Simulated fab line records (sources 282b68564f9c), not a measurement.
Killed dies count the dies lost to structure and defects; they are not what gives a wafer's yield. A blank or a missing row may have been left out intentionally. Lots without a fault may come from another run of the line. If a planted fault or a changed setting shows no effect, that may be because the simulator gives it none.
Which tool is to blame? + flow rit-cmos + 6 lots with 18 wafers sampled at 2 steps, on a route of 202 steps

== WHAT EACH GAUGE READ, for each wafer ==
RIT_PLDD_TW_MEAS_10.
| lot  | measured    | on            | PLDD_TW        |
|------|-------------|---------------|----------------|
| L746 | day 3 16:36 | film-metro-04 | 2341 2356 2367 |
| L747 | day 3 21:19 | film-metro-04 | 2356 2363 2351 |
| L754 | day 5 05:08 | film-metro-02 | 2340 2341 2345 |
| L756 | day 5 18:54 | film-metro-04 | 2363 2364 2364 |
| L759 | day 6 04:49 | film-metro-02 | 2343 2342 2349 |
| L765 | day 7 08:16 | film-metro-04 | 2368 2347 2350 |

== WHICH TOOL RAN EACH LOT (tool, then ch and the chambers of the sampled wafers, then the start) ==
| lot  | RIT_NLDD_STRIP_09                   |
|------|-------------------------------------|
| L746 | plasma-asher-01 ch 0,1, day 3 14:53 |
| L747 | plasma-asher-03 ch 0,1, day 3 19:32 |
| L754 | plasma-asher-01 ch 0,1, day 5 03:29 |
| L756 | plasma-asher-02 ch 0,1, day 5 17:18 |
| L759 | plasma-asher-01 ch 0,1, day 6 03:10 |
| L765 | plasma-asher-03 ch 1, day 7 06:40   |
- RIT_NLDD_STRIP_09: strips in O2, time 180 s.

== THE ANSWER, worked out from the rows above alone ==
Rule: usual is defined by the lots themselves. Put in order of their means at a reading, lots are off if they are a third of the lots or fewer, leave a main group of 4 or more, and stand apart from it by a gap of 3 or more times the standard deviation of the main group's means; of several such gaps the widest counts. A main group is skipped when, at the precision printed for the reading in the tables above, its means are all equal. A lot without any number at a reading at which 4 lots or more have one is off too. The other lots that the step has rows for count as sound.
Nothing can be told from this: no lot is off at any reading shown.

== WHAT THE SIMULATOR HAD INSERTED ==
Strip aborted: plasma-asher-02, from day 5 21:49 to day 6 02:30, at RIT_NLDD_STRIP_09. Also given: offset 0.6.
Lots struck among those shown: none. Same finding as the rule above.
